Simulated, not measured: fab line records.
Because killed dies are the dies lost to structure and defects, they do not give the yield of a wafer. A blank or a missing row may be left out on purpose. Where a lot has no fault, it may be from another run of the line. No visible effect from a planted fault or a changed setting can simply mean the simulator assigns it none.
Which tool was responsible? ; flow rit-cmos ; 7 lots with 21 wafers sampled at 2 steps, on a route of 202 steps

## WHAT THE GAUGES READ, wafer by wafer
RIT_GATE_THK_MEAS_09.
lot;measured;on;GATE_POLY_THK (nm)
L553;day 2 20:32;film-metro-04;249.2 249.3 248.3
L555;day 3 09:11;film-metro-03;252.9 251.7 252.5
L558;day 3 23:07;film-metro-04;249.1 253.7 251.2
L559;day 4 05:56;film-metro-01;252.9 251.2 254.7
L561;day 4 18:10;film-metro-01;248.1 246.0 248.5
L563;day 5 05:39;film-metro-04;249.4 250.9 248.5
L570;day 6 10:11;film-metro-04;200.3 200.2 199.7

## TOOL THAT RAN EACH LOT (tool first, then ch and the chambers of the sampled wafers, then the start)
lot;RIT_GATE_CVD_08
L553;lpcvd-01 ch 0, day 2 18:55
L555;lpcvd-01 ch 1, day 3 07:33
L558;lpcvd-01 ch 0, day 3 21:29
L559;lpcvd-01 ch 1, day 4 04:19
L561;lpcvd-01 ch 0, day 4 16:32
L563;lpcvd-02 ch 0, day 5 04:01
L570;lpcvd-02 ch 0, day 6 07:44
- RIT_GATE_CVD_08: deposits poly-Si from SiH4, target thk 250 nm, time 2220 s.

## THE ANSWER, worked out from the rows above alone
Rule: what is usual is taken from the lots themselves. Put in order of their means at a reading, lots are off if they are a third of the lots or fewer, leave a main group of 4 or more, and stand apart from it by a gap of 3 or more times the standard deviation of the main group's means; of several such gaps the widest counts. The tables above print the reading to a certain number of digits; a main group whose means all agree to those digits is not used. A lot without any number at a reading at which 4 lots or more have one is off too. All remaining lots with rows at the step are treated as sound.
Off: at RIT_GATE_THK_MEAS_09 (GATE_POLY_THK), L570. For the main group the mean is 250.4 nm and the standard deviation 1.9.
A tool fits if, at a process step before that reading, it ran every lot that is off, and no sound lot after the first of them. Those tools and the gauges at RIT_GATE_THK_MEAS_09 are tried in the same way. Can't be told from this: 2 tools fit, lpcvd-02 at RIT_GATE_CVD_08, film-metro-04 at RIT_GATE_THK_MEAS_09.

## WHAT THE SIMULATOR HAD PUT IN
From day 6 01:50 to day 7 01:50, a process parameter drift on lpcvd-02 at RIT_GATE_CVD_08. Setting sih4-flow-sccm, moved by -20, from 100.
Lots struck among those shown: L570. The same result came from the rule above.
